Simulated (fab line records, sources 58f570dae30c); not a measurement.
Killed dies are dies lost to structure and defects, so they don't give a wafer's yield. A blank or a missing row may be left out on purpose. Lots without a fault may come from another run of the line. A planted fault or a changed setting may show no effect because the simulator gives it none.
fab line records | flow berkeley_cmos170
record lots=14 wafers=42 last_day=13
route steps=331 shown ACTIVE@74 GATE@139 CONTACT@232 M3@327
lots that met no fault: from a run of the same line without faults
start_h: hours from the record's first day to the start of the lot's first wafer shown | wait_h: hours since the lot's step before | " the same as in the row above | L1.1+2: a row that stands for several wafers | - no value, or no start given | * or withheld: withheld | < > ~ a bound
route shown NAME@n: a module of which the file shows steps, and the number in the route of the first | usual: mean/standard deviation of fault-free wafers | same: alike in all rows | chamber/n: place in a boat | sites: the reading at each site | _std_site: their standard deviation | _edge_site: outer sites' mean less inner sites' | radius_mm: how far each site lies from the wafer's centre | mask NAME#n: copy n | behind: the tool/chamber that last shaped the wafer | hold: why the lot was held/for how many hours/how that ended | device: the transistor (n, p or np) that didn't switch | end of line: the same wafers' tests at the end of the route | a step without rows: its recipe alone | killed: dies lost to structure and defects at the first sort, not the wafer's yield | map: a wafer's dies, x killed, . not, _ none there
set.NAME: the setting as run; set.NAME@STEP: as run at that earlier step | model.NAME: the simulator's own value behind a step, which no gauge read
steps of the route over a sample of lots; a table a step, a row a wafer
services: from which hour (start_h, from the record's first day; less than 0 if before it) a tool's chamber was out of use, for how many hours, and why
## steps
# step UCB170_ACTIVE_OVL_MEAS_14
# usual ACTIVE_OVL=3/6
# columns lot.wafer tool chamber start_h wait_h ACTIVE_OVL[nm]
L282.2 overlay-02 - 87.60 0.1 -11
L282.3 " - " " -1
L282.4 " - " " -6
L283.2 overlay-01 - 106.43 0.1 -2
L283.5 " - " " 2
L283.6 " - " " 1
L284.1 overlay-02 - 106.69 0.1 11
L284.3 " - " " 12
L284.6 " - " " 15
L285.1 overlay-01 - 119.08 0.1 16
L285.2 " - " " 16
L285.6 " - " " 19
L286.2 overlay-02 - 119.32 0.1 6
L286.4 " - " " 3
L286.6 " - " " 5
L289.2 overlay-02 - 129.47 0.1 4
L289.3 " - " " -1
L289.5 " - " " 4
L290.1 overlay-01 - 129.76 0.1 -7
L290.4 " - " " -7
L290.6 " - " " -9
L296.1 overlay-02 - 160.92 0.1 8
L296.5 " - " " 7
L296.6 " - " " 4
L297.3 overlay-01 - 175.36 0.1 2
L297.5 " - " " 5
L297.6 " - " " 5
L298.2 overlay-01 - 175.59 0.1 9
L298.3 " - " " 15
L298.5 " - " " 15
L301.3 overlay-01 - 191.91 0.1 3
L301.4 " - " " 8
L301.5 " - " " 4
L302.2 overlay-01 - 201.97 0.1 3
L302.3 " - " " -2
L302.6 " - " " 1
L303.1 overlay-02 - 202.21 0.1 4
L303.3 " - " " 5
L303.4 " - " " 0
L305.1 overlay-01 - 209.62 0.1 -8
L305.3 " - " " 3
L305.4 " - " " 5
# step UCB170_GATE_OVL_MEAS_13
# usual GATE_OVL=-1/5
# columns lot.wafer tool chamber start_h wait_h GATE_OVL[nm]
L282.2 overlay-02 - 150.82 0.1 -7
L282.3 " - " " -5
L282.4 " - " " -7
L284.1 overlay-02 - 162.80 0.1 4
L284.3 " - " " -2
L284.6 " - " " 9
L283.2 overlay-01 - 163.44 0.1 2
L283.5 " - " " 1
L283.6 " - " " 5
L286.2 overlay-02 - 176.80 0.1 3
L286.4 " - " " 4
L286.6 " - " " 1
L285.1 overlay-01 - 176.91 0.1 6
L285.2 " - " " 3
L285.6 " - " " -1
L289.2 overlay-02 - 182.50 0.1 -4
L289.3 " - " " -1
L289.5 " - " " -6
L290.1 overlay-01 - 182.80 0.1 -3
L290.4 " - " " 1
L290.6 " - " " 5
L296.1 overlay-02 - 219.54 0.1 2
L296.5 " - " " -5
L296.6 " - " " -8
L298.2 overlay-02 - 240.94 0.1 4
L298.3 " - " " -4
L298.5 " - " " -3
L297.3 overlay-01 - 241.67 0.1 3
L297.5 " - " " 0
L297.6 " - " " 2
L301.3 overlay-02 - 241.89 0.1 -1
L301.4 " - " " -4
L301.5 " - " " -5
L302.2 overlay-02 - 255.86 0.1 -11
L302.3 " - " " -4
L302.6 " - " " -3
L303.1 overlay-02 - 256.21 0.1 4
L303.3 " - " " 9
L303.4 " - " " 10
L305.1 overlay-01 - 266.19 0.1 -1
L305.3 " - " " 2
L305.4 " - " " -4
# step UCB170_CONTACT_OVL_MEAS_16
# usual CONTACT_OVL=0/5.2
# columns lot.wafer tool chamber start_h wait_h CONTACT_OVL[nm]
L282.2 overlay-02 - 172.29 0.1 7
L282.3 " - " " -1
L282.4 " - " " 8
L284.1 overlay-01 - 187.95 0.1 -6
L284.3 " - " " -13
L284.6 " - " " 3
L283.2 overlay-02 - 188.23 0.1 4
L283.5 " - " " 0
L283.6 " - " " 3
L286.2 overlay-01 - 205.14 0.1 9
L286.4 " - " " 4
L286.6 " - " " 1
L285.1 overlay-02 - 205.21 0.1 -8
L285.2 " - " " -6
L285.6 " - " " -5
L289.2 overlay-01 - 205.29 0.1 9
L289.3 " - " " -1
L289.5 " - " " 6
L290.1 overlay-01 - 206.16 0.1 -6
L290.4 " - " " -2
L290.6 " - " " -4
L296.1 overlay-02 - 244.94 0.1 -3
L296.5 " - " " 0
L296.6 " - " " -4
L297.3 overlay-01 - 265.88 0.1 0
L297.5 " - " " 4
L297.6 " - " " 6
L301.3 overlay-02 - 265.92 0.1 4
L301.4 " - " " 7
L301.5 " - " " 4
L298.2 overlay-01 - 267.02 0.1 -1
L298.3 " - " " 1
L298.5 " - " " 2
L303.1 overlay-02 - 282.56 0.1 6
L303.3 " - " " 3
L303.4 " - " " 7
L302.2 overlay-01 - 282.68 0.1 -5
L302.3 " - " " -7
L302.6 " - " " -3
L305.1 overlay-01 - 286.44 0.1 1
L305.3 " - " " 0
L305.4 " - " " 7
# step UCB170_M3_METAL_ETCH_18
# recipe chemistry=Cl2/BCl3 target=Al stop_on=SiO2 pressure_mtorr=12 target_depth_a=11700 over_etch_frac=0.3 time_s=195 icp_w=600 bias_w=120 Cl2_flow_sccm=90 bcl3_flow_sccm=45
# usual drypump_motor_current_A=5.7/0.43 oes_product_au=0.851/0.018 rf_fwd_power_W=598.2/1.9 throttle_valve_pct=24.2/0.39
# same time_s=195
# columns lot.wafer tool chamber start_h wait_h drypump_motor_current_A oes_product_au rf_fwd_power_W rf_hours_counter_h throttle_valve_pct
L282.2 rie_metal-02 0 190.44 - 5.6 0.879 599.8 7 23.9
L282.3 " 0 " " 5.6 0.862 599.1 - 23.9
L282.4 " 1 " " 5.2 0.817 597.0 - 24.0
L284.1 rie_metal-04 1 204.48 - 6.2 0.851 598.2 0 24.6
L284.3 " 1 " " 6.2 0.844 603.5 - 24.6
L284.6 " 1 " " 6.2 0.851 602.5 - 24.6
L283.2 rie_metal-03 0 205.43 - 5.5 0.843 597.6 0 23.8
L283.5 " 1 " " 6.3 0.875 594.6 - 24.9
L283.6 " 0 " " 5.5 0.845 599.6 - 23.8
L285.1 rie_metal-04 0 222.79 - 5.7 0.859 597.3 10 24.5
L285.2 " 1 " " 6.2 0.846 598.0 1 24.6
L285.6 " 1 " " 6.2 0.840 599.0 - 24.6
L286.2 rie_metal-02 1 224.12 - 5.1 0.823 597.6 2 24.1
L286.4 " 1 " " 5.2 0.822 598.0 - 24.0
L286.6 " 1 " " 5.1 0.819 600.0 - 24.0
L289.2 rie_metal-03 0 224.69 - 5.5 0.852 600.8 1 23.8
L289.3 " 0 " " 5.5 0.842 599.2 - 23.8
L289.5 " 0 " " 5.5 0.857 599.2 - 23.8
L290.1 rie_metal-04 1 224.96 - 6.2 0.843 603.5 1 24.6
L290.4 " 0 " " 5.7 0.851 599.3 - 24.5
L290.6 " 0 " " 5.7 0.861 599.4 - 24.5
L296.1 rie_metal-02 0 260.85 - 5.6 0.876 837.7 9 23.9
L296.5 " 0 " " 5.6 0.881 838.1 - 23.9
L296.6 " 1 " " 5.1 0.822 599.0 - 24.0
L297.3 rie_metal-02 1 284.83 - 5.2 0.821 598.9 - 24.0
L297.5 " 1 " " 5.1 0.830 598.6 - 24.0
L297.6 " 0 " " 5.6 0.868 837.3 - 23.9
L301.3 rie_metal-04 1 286.92 - 6.2 0.844 596.4 - 24.6
L301.4 " 1 " " 6.2 0.850 598.2 - 24.6
L301.5 " 1 " " 6.2 0.839 598.9 - 24.6
L298.2 rie_metal-03 1 287.52 - 6.3 0.879 598.2 6 24.9
L298.3 " 0 " " 5.5 0.851 599.8 - 23.8
L298.5 " 1 " " 6.4 0.874 598.6 - 24.9
L303.1 rie_metal-04 1 299.44 - 6.2 0.861 602.9 2 24.6
L303.3 " 1 " " 6.2 0.855 599.1 - 24.6
L303.4 " 1 " " 6.2 0.855 601.9 - 24.6
L302.2 rie_metal-03 1 300.96 - 6.4 0.860 598.3 6 24.9
L302.3 " 1 " " 6.3 0.864 597.7 - 24.9
L302.6 " 1 " " 6.4 0.858 598.8 - 24.9
L305.1 rie_metal-04 0 304.04 - 5.7 0.852 596.8 0 24.4
L305.3 " 0 " " 5.7 0.839 597.2 - 24.4
L305.4 " 1 " " 6.2 0.846 599.6 - 24.6
# step UCB170_M3_STRIP_19
# recipe chemistry=O2 power_w=400 pressure_mtorr=3500 platen_temp_c=withheld o2_flow_sccm=400 overash_fraction=0.5
# usual drypump_motor_current_A=5.6/0.32 oes_product_au=0.535/0.016
# columns lot.wafer tool chamber start_h wait_h drypump_motor_current_A oes_product_au rf_hours_counter_h
L282.2 plasma_asher-02 1 190.62 0.1 5.1 0.548 44
L282.3 " 0 " " 5.6 0.542 -
L282.4 " 1 " " 5.1 0.538 -
L284.1 plasma_asher-04 0 204.86 0.3 5.6 0.513 41
L284.3 " 0 " " 5.6 0.511 -
L284.6 " 1 " " 6.0 0.510 -
L283.2 plasma_asher-04 1 205.61 0.1 6.0 0.531 41
L283.5 " 1 " " 6.0 0.550 -
L283.6 " 0 " " 5.7 0.514 -
L285.1 plasma_asher-04 0 222.98 0.1 5.6 0.525 43
L285.2 " 1 " " 6.0 0.510 43
L285.6 " 1 " " 6.0 0.500 -
L286.2 plasma_asher-04 0 224.31 0.1 5.7 0.530 43
L286.4 " 0 " " 5.7 0.515 -
L286.6 " 1 " " 6.0 0.517 -
L289.2 plasma_asher-02 1 224.88 0.1 5.1 0.529 48
L289.3 " 0 " " 5.6 0.529 -
L289.5 " 0 " " 5.6 0.520 -
L290.1 plasma_asher-04 0 225.15 0.1 5.6 0.522 44
L290.4 " 1 " " 6.0 0.533 -
L290.6 " 0 " " 5.6 0.536 -
L296.1 plasma_asher-04 0 261.04 0.1 5.6 0.315 47
L296.5 " 1 " " 6.0 0.317 -
L296.6 " 0 " " 5.6 0.527 -
L297.3 plasma_asher-02 1 284.98 0.1 5.1 0.527 -
L297.5 " 0 " " 5.6 0.526 -
L297.6 " 1 " " 5.1 0.305 -
L301.3 plasma_asher-02 0 287.20 0.2 5.5 0.521 -
L301.4 " 1 " " 5.1 0.517 -
L301.5 " 0 " " 5.5 0.516 -
L298.2 plasma_asher-01 0 287.71 0.1 6.0 0.552 61
L298.3 " 1 " " 6.0 0.529 -
L298.5 " 1 " " 6.0 0.543 -
L303.1 plasma_asher-04 0 299.82 0.3 5.6 0.506 52
L303.3 " 0 " " 5.6 0.506 -
L303.4 " 1 " " 6.0 0.511 -
L302.2 plasma_asher-01 1 301.15 0.1 6.0 0.550 63
L302.3 " 1 " " 6.0 0.551 -
L302.6 " 0 " " 6.0 0.561 -
L305.1 plasma_asher-01 0 304.23 0.1 6.0 0.540 63
L305.3 " 0 " " 6.0 0.528 -
L305.4 " 1 " " 6.0 0.510 -
# step UCB170_M3_CD_MEAS_90
# recipe target_cd_nm=700
# usual cd_nm=699/3.4
# columns lot.wafer tool chamber start_h wait_h cd_nm
L282.2 cd_sem-01 - 190.74 0.1 705
L282.3 " - " " 704
L282.4 " - " " 697
L284.1 cd_sem-02 - 204.96 0.1 701
L284.3 " - " " 698
L284.6 " - " " 697
L283.2 cd_sem-02 - 205.73 0.1 696
L283.5 " - " " 698
L283.6 " - " " 696
L285.1 cd_sem-01 - 223.08 0.1 697
L285.2 " - " " 706
L285.6 " - " " 704
L286.2 cd_sem-02 - 224.43 0.1 694
L286.4 " - " " 696
L286.6 " - " " 694
L289.2 cd_sem-02 - 225.00 0.1 696
L289.3 " - " " 700
L289.5 " - " " 696
L290.1 cd_sem-01 - 225.25 0.1 703
L290.4 " - " " 697
L290.6 " - " " 698
L296.1 cd_sem-01 - 261.14 0.1 686
L296.5 " - " " 686
L296.6 " - " " 695
L297.3 cd_sem-01 - 285.09 0.1 695
L297.5 " - " " 693
L297.6 " - " " 678
L301.3 cd_sem-01 - 287.31 0.1 700
L301.4 " - " " 702
L301.5 " - " " 701
L298.2 cd_sem-01 - 287.83 0.1 700
L298.3 " - " " 699
L298.5 " - " " 700
L303.1 cd_sem-02 - 299.92 0.1 701
L303.3 " - " " 703
L303.4 " - " " 700
L302.2 cd_sem-02 - 301.27 0.1 697
L302.3 " - " " 697
L302.6 " - " " 696
L305.1 cd_sem-01 - 304.33 0.1 701
L305.3 " - " " 701
L305.4 " - " " 699
## services
# columns tool chamber start_h hours kind
rie_metal-03 0 170.29 - clean
rie_metal-03 0 170.29 16.1 scheduled_down
rie_metal-03 0 170.29 16.1 vent_cycle
rie_metal-04 1 177.08 - clean
rie_metal-04 1 177.08 20.4 scheduled_down
rie_metal-04 1 177.08 20.4 vent_cycle
rie_metal-02 - 180.83 0.5 repair
rie_metal-04 0 198.68 14.7 repair
rie_metal-04 1 225.76 27.4 repair
rie_metal-04 - 231.97 40.6 repair
plasma_asher-04 - 238.41 0.7 repair
rie_metal-04 0 275.45 - clean
rie_metal-04 0 275.45 26.7 scheduled_down
rie_metal-04 0 275.45 26.7 vent_cycle
## key
first_sign step=UCB170_M3_METAL_ETCH_18 reading=rf_fwd_power_W direction=up sigmas=99+ usual=598.2 struck=837.7
effect step=UCB170_M3_STRIP_19 reading=oes_product_au direction=down sigmas=14 usual=0.535 struck=0.312
effect step=UCB170_M3_CD_MEAS_90 reading=cd_nm direction=down sigmas=4.5 usual=699 struck=683
met_at UCB170_M3_METAL_ETCH_18
struck_lots L296,L297
struck_wafers L296.1,L296.5,L297.6
sort_left_out L296.1,L296.5
not_acting_at UCB170_ACTIVE_OVL_MEAS_14,UCB170_GATE_OVL_MEAS_13,UCB170_CONTACT_OVL_MEAS_16
onset_between 190.44 260.85
fault kind=process_parameter_drift tool=rie_metal-02 chamber=0 onset_h=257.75 steps=UCB170_M3_METAL_ETCH_18 channel=icp_w offset=240 shape=step end_h=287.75 acts_in=these_recipes_only stated=600
# sort_left_out: the simulated sort isn't trusted on such a fault, so these wafers' sort isn't shown, and their yield isn't known
